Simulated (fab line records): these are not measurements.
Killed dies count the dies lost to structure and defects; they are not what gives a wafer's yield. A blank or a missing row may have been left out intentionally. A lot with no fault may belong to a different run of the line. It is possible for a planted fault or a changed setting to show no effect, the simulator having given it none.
The tool behind it: which one? | flow rit_cmos | 42 wafers from 14 lots sampled at 6 of the route's 202 steps

## WHAT THE GAUGES SHOWED, per wafer
RIT_WELLDRIVE_RS_MEAS_01: the measuring method here is four-point-probe. Usual: NWELL_RS gives 275.4 ohm/sq (standard deviation 0.81).
lot  | measured    | on            | NWELL_RS (ohm/sq) | flag
L908 | day 2 11:40 | film_metro-03 | 274.8 275.0 274.4 |
L910 | day 2 18:59 | film_metro-03 | 276.5 276.0 275.6 |
L913 | day 3 11:20 | film_metro-01 | 275.1 274.5 275.1 |
L914 | day 3 14:59 | film_metro-03 | 277.1 276.3 276.1 |
L915 | day 3 19:53 | film_metro-02 | 275.8 275.7 274.8 |
L916 | day 4 00:52 | film_metro-01 | 275.9 275.6 276.7 |
L917 | day 4 05:55 | film_metro-02 | 275.3 274.5 275.5 |
L918 | day 4 10:59 | film_metro-01 | 274.9 275.4 275.4 |
L919 | day 4 16:43 | film_metro-03 | 276.1 276.4 276.2 |
L920 | day 4 21:48 | film_metro-03 | 276.4 276.6 275.5 |
L924 | day 5 16:54 | film_metro-01 | 276.5 276.8 275.5 |
L925 | day 5 22:47 | film_metro-01 | 275.0 275.2 276.1 |
L928 | day 6 13:30 | film_metro-01 | 275.8 275.9 275.4 |
L929 | day 6 18:44 | film_metro-01 | 275.5 276.0 275.7 |

RIT_SPACER_THK_MEAS_04. Usual: SPACER_NITRIDE_THK gives 248.3 nm (standard deviation 2).
lot  | measured    | on            | SPACER_NITRIDE_THK (nm) | flag
L908 | day 3 04:46 | film_metro-04 | 249.8 249.4 250.6       |
L910 | day 3 12:27 | film_metro-02 | 246.1 246.6 245.7       |
L913 | day 4 04:18 | film_metro-01 | 248.9 247.4 250.5       |
L914 | day 4 08:23 | film_metro-04 | 244.9 247.0 245.7       |
L915 | day 4 13:07 | film_metro-01 | 248.3 250.0 248.3       |
L916 | day 4 19:19 | film_metro-02 | 246.8 250.0 248.0       |
L917 | day 4 23:42 | film_metro-02 | 247.1 248.9 248.5       |
L918 | day 5 05:40 | film_metro-04 | 251.0 249.2 251.7       |
L919 | day 5 10:56 | film_metro-01 | 248.9 246.5 247.2       |
L920 | day 5 15:17 | film_metro-01 | 351.4 348.7 349.8       | OFF
L924 | day 6 11:38 | film_metro-01 | 342.7 341.6 342.7       | OFF
L925 | day 6 17:06 | film_metro-01 | 246.6 245.9 247.0       |
L928 | day 7 06:27 | film_metro-01 | 246.8 247.7 247.5       |
L929 | day 7 12:11 | film_metro-02 | 249.3 249.4 249.4       |

RIT_SILICIDE_THK_MEAS_03: measures by xrf. Usual: SILICIDE_TI_THK gives 29.07 nm (standard deviation 0.29).
lot  | measured    | on            | SILICIDE_TI_THK (nm) | flag
L908 | day 3 09:37 | film_metro-01 | 29.18 28.76 29.02    |
L910 | day 3 17:23 | film_metro-01 | 29.37 29.47 29.86    |
L913 | day 4 08:35 | film_metro-03 | 29.31 29.11 29.28    |
L914 | day 4 12:38 | film_metro-03 | 29.25 29.04 29.29    |
L915 | day 4 17:53 | film_metro-01 | 28.90 29.04 28.84    |
L916 | day 4 23:46 | film_metro-01 | 28.69 28.74 28.58    |
L917 | day 5 04:16 | film_metro-01 | 29.30 28.83 28.91    |
L918 | day 5 10:16 | film_metro-01 | 29.14 29.52 29.07    |
L919 | day 5 15:26 | film_metro-03 | 29.30 29.14 29.60    |
L925 | day 6 21:29 | film_metro-01 | 29.71 29.46 29.29    |
L928 | day 7 10:56 | film_metro-04 | 28.57 28.73 28.87    |
L929 | day 7 16:33 | film_metro-01 | 28.65 28.75 28.91    |

RIT_CONTACT_CD_MEAS_90: target cd 1000 nm. Usual: 999.5 nm for cd_nm, sd 1.8.
lot  | measured    | on        | cd_nm (nm)           | flag
L908 | day 3 11:41 | cd_sem-01 | 1001.4 1000.5 1000.1 |
L910 | day 3 19:30 | cd_sem-01 | 1000.7 1000.8 1000.4 |
L913 | day 4 10:41 | cd_sem-01 | 997.2 997.7 996.0    |
L914 | day 4 15:08 | cd_sem-02 | 1000.8 999.1 999.1   |
L915 | day 4 19:55 | cd_sem-01 | 999.8 999.1 1002.1   |
L916 | day 5 01:57 | cd_sem-01 | 996.7 996.4 998.1    |
L917 | day 5 06:23 | cd_sem-02 | 998.7 999.9 999.3    |
L918 | day 5 12:17 | cd_sem-01 | 1000.2 1001.6 1000.9 |
L919 | day 5 17:29 | cd_sem-02 | 998.6 997.8 997.0    |
L925 | day 6 23:37 | cd_sem-01 | 997.8 1000.2 1000.0  |
L928 | day 7 12:56 | cd_sem-01 | 995.9 996.5 995.9    |
L929 | day 7 18:34 | cd_sem-01 | 1001.0 999.3 997.3   |

## EACH LOT AND THE TOOL THAT RAN IT (in order: tool; ch and the chambers of the sampled wafers; start)
lot  | RIT_SPACER_CVD_03          | RIT_SPACER_ETCHBACK_05
L908 | lpcvd-01 ch 0, day 3 02:50 | rie_diel-02 ch 1,3, day 3 04:49
L910 | lpcvd-02 ch 0, day 3 10:32 | rie_diel-01 ch 1,2, day 3 12:31
L913 | lpcvd-02 ch 0, day 4 02:23 | rie_diel-04 ch 0,1,3, day 4 04:22
L914 | lpcvd-02 ch 0, day 4 06:28 | rie_diel-02 ch 0,3, day 4 08:26
L915 | lpcvd-02 ch 1, day 4 11:11 | rie_diel-01 ch 0,2,3, day 4 13:10
L916 | lpcvd-01 ch 0, day 4 17:22 | rie_diel-01 ch 0,1,3, day 4 19:21
L917 | lpcvd-02 ch 1, day 4 21:47 | rie_diel-04 ch 0,1,2, day 4 23:46
L918 | lpcvd-01 ch 0, day 5 03:45 | rie_diel-02 ch 0,2,3, day 5 05:44
L919 | lpcvd-01 ch 1, day 5 08:59 | rie_diel-02 ch 0,3, day 5 10:58
L920 | lpcvd-01 ch 0, day 5 13:21 | rie_diel-04 ch 0,2,3, day 5 15:19
L924 | lpcvd-01 ch 1, day 6 09:42 | rie_diel-04 ch 0,2, day 6 11:41
L925 | lpcvd-02 ch 1, day 6 15:10 | rie_diel-04 ch 0,1,2, day 6 17:09
L928 | lpcvd-02 ch 1, day 7 04:32 | rie_diel-01 ch 0,1,3, day 7 06:31
L929 | lpcvd-02 ch 0, day 7 10:16 | rie_diel-04 ch 0,1,3, day 7 12:14
- RIT_SPACER_CVD_03: deposits Si3N4 from SiH2Cl2/NH3, target thk 250 nm, time 3300 s.
- RIT_SPACER_ETCHBACK_05: etches Si3N4 in SF6/CHF3, stops on SiO2, target depth 250 nm, time 240 s.

## WHAT THE TOOLS THEMSELVES READ (means of the sampled wafers that have a number; where no wafer has one, the mark that the record gives instead)
RIT_SPACER_CVD_03. Usual: 22.3 % for zone_power_load_pct, sd 0.79.
lot  | tool     | zone_power_load_pct (%) | flag
L908 | lpcvd-01 | 23.3                    |
L910 | lpcvd-02 | 21.5                    |
L913 | lpcvd-02 | 21.6                    |
L914 | lpcvd-02 | 21.4                    |
L915 | lpcvd-02 | 21.8                    |
L916 | lpcvd-01 | 23.2                    |
L917 | lpcvd-02 | 21.7                    |
L918 | lpcvd-01 | 23.2                    |
L919 | lpcvd-01 | 22.9                    |
L920 | lpcvd-01 | 23.2                    |
L924 | lpcvd-01 | 22.9                    |
L925 | lpcvd-02 | 21.8                    |
L928 | lpcvd-02 | 21.5                    |
L929 | lpcvd-02 | 21.8                    |

RIT_SPACER_ETCHBACK_05. Usual: drypump_motor_current_A 5.6 A, standard deviation 0.4; oes_product_au 0.845 a.u., standard deviation 0.011; rf_fwd_power_W 249.3 W, standard deviation 0.87; throttle_valve_pct 10.23 %, standard deviation 0.12.
lot  | tool        | drypump_motor_current_A (A) | oes_product_au (a.u.) | rf_fwd_power_W (W) | throttle_valve_pct (%) | flag
L908 | rie_diel-02 | 6.2                         | 0.843                 | 250.0              | 10.24                  |
L910 | rie_diel-01 | 5.6                         | 0.837                 | 249.7              | 10.25                  |
L913 | rie_diel-04 | 5.4                         | 0.848                 | 249.5              | 10.08                  |
L914 | rie_diel-02 | 5.2                         | 0.836                 | 248.5              | 10.37                  |
L915 | rie_diel-01 | 6.0                         | 0.845                 | 249.7              | 10.24                  |
L916 | rie_diel-01 | 5.7                         | 0.842                 | 249.4              | 10.26                  |
L917 | rie_diel-04 | 5.3                         | 0.851                 | 249.0              | 10.18                  |
L918 | rie_diel-02 | 5.5                         | 0.845                 | 249.7              | 10.35                  |
L919 | rie_diel-02 | 5.2                         | 0.836                 | 248.4              | 10.35                  |
L920 | rie_diel-04 | 5.6                         | 1.010                 | 249.6              | 10.23                  | OFF
L924 | rie_diel-04 | 5.5                         | 1.011                 | 249.7              | 10.32                  | OFF
L925 | rie_diel-04 | 5.3                         | 0.846                 | 249.2              | 10.17                  |
L928 | rie_diel-01 | 5.7                         | 0.837                 | 249.1              | 10.26                  |
L929 | rie_diel-04 | 5.4                         | 0.851                 | 249.4              | 10.09                  |

## THE ANSWER, worked out from the rows above alone
Rule: lot off if the mean of its wafers having a number is beyond 3 standard deviations from the usual mean. Also off: a lot with no number at a reading for which 4 or more lots have one. Any other lot the step has rows for is counted as sound. After the gauges, taken in route order, come the tools' own readings; for these a lot's mean is taken, as printed above. At the first step where some lot is off, the reading lying furthest off is the one used; lots without a number count as furthest.
Off: L920, L924, seen at RIT_SPACER_THK_MEAS_04 (SPACER_NITRIDE_THK).
If a tool, at a process step before that reading, ran all the lots that are off and no sound lot after the first of them, it fits. Not tried: the gauges at RIT_SPACER_THK_MEAS_04; whatever is off there is also off at RIT_SPACER_ETCHBACK_05, on other tools, and gauge error can't account for it. One fits: RIT_SPACER_CVD_03 on lpcvd-01. Its last sound lot is L919 (day 5 08:59), its first lot that is off L920 (day 5 13:21): a fault that began between those two fits.

## WHAT THE SIMULATOR HAD PUT IN
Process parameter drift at RIT_SPACER_CVD_03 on lpcvd-01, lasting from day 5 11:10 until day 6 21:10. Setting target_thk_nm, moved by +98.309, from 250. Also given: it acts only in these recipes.
Shown lots that were struck: L920, L924. Same finding as the rule above.
